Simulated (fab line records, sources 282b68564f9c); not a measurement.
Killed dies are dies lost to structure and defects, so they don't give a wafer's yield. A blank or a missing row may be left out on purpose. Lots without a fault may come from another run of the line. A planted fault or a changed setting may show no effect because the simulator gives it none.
Problem report in the 8D (eight disciplines) form, filled by code | flow rit_cmos | the parts of the form that need people (team, actions taken, sign-off) are left out

1. THE PROBLEM
run_length_s at RIT_CONTACT_ETCH_11 reads a mean of 406.2 s on 2 wafers of 2 lots; wafers without a fault read 348.3 s with a standard deviation of 0.46. That is +99 or more standard deviations from the usual mean.
The step: etches SiO2 in CHF3/CF4/Ar, stops on TiSi2, target depth 480 nm, time 320 s.
First seen on wafer L668.5, day 5 21:23, on rie_diel-01. The record holds 18 wafers of 6 lots with a number at this step. Rule for "out", or "out of limits": more than 4 standard deviations from the usual mean. The other wafers with a number count as sound.

2. WHAT IT IS AND WHAT IT IS NOT
question                    | is               | is not
which readings at this step | run_length_s     | cf4_flow_sccm, drypump_motor_current_A, oes_product_au, throttle_valve_pct
which lots                  | L668, L669       | L657, L658, L673, L676
which wafers of those lots  | L668.5, L669.3   | L668.2, L668.6, L669.1, L669.4
read on which tools         | rie_diel-01      | rie_diel-02, rie_diel-03
when                        | from day 5 21:23 | up to then (8 sound wafers); but 8 sound wafers of L669, L673, L676 came after

3. SUSPECTS, AND WHAT RULES EACH OUT
Counting: a tool at a process step up to the reading stays a suspect if it ran every lot that is out. Sound lots after the first of them don't rule it out here, since some wafers of a struck lot are sound.
- rie_diel-01 at RIT_CONTACT_ETCH_11 (etches SiO2 in CHF3/CF4/Ar, stops on TiSi2, target depth 480 nm, time 320 s): kept. It ran every lot that is out, first L668 (day 5 21:23); its last sound lot up to then is L657 (day 3 16:04). Its own readings are out on those wafers: run_length_s.
- Within rie_diel-01 at RIT_CONTACT_ETCH_11: the wafers that are out ran in chamber 3; their sound lot-mates ran in chambers 0, 2.
Left after counting: rie_diel-01 at RIT_CONTACT_ETCH_11.

4. THE CAUSE (what the simulator had put in)
Process parameter drift: rie_diel-01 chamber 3, from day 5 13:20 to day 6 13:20, at RIT_CONTACT_ETCH_11. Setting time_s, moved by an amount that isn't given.
Counting left only this tool.

5. THE CHAIN OF EFFECTS, in route order
Each row: a reading whose mean over the struck wafers that have a number lies more than 3 standard deviations from the usual. Only readings for which the record gives a usual standard deviation are gone through. hours: the time from each lot's start at the first step in this table that gives one to its start at this step, as a median over the lots. sigmas: the change in usual standard deviations.
hours | step                | reading      | usual   | on struck wafers | change | sigmas
0     | RIT_CONTACT_ETCH_11 | run_length_s | 348.3 s | 406.2            | +57.9  | +99 or more
The process steps in it:
- RIT_CONTACT_ETCH_11: etches SiO2 in CHF3/CF4/Ar, stops on TiSi2, target depth 480 nm, time 320 s.

6. WHAT WOULD HAVE CAUGHT IT SOONER
In this record the first reading out of limits was taken at day 5 21:23, 8 hours after the fault began at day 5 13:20.
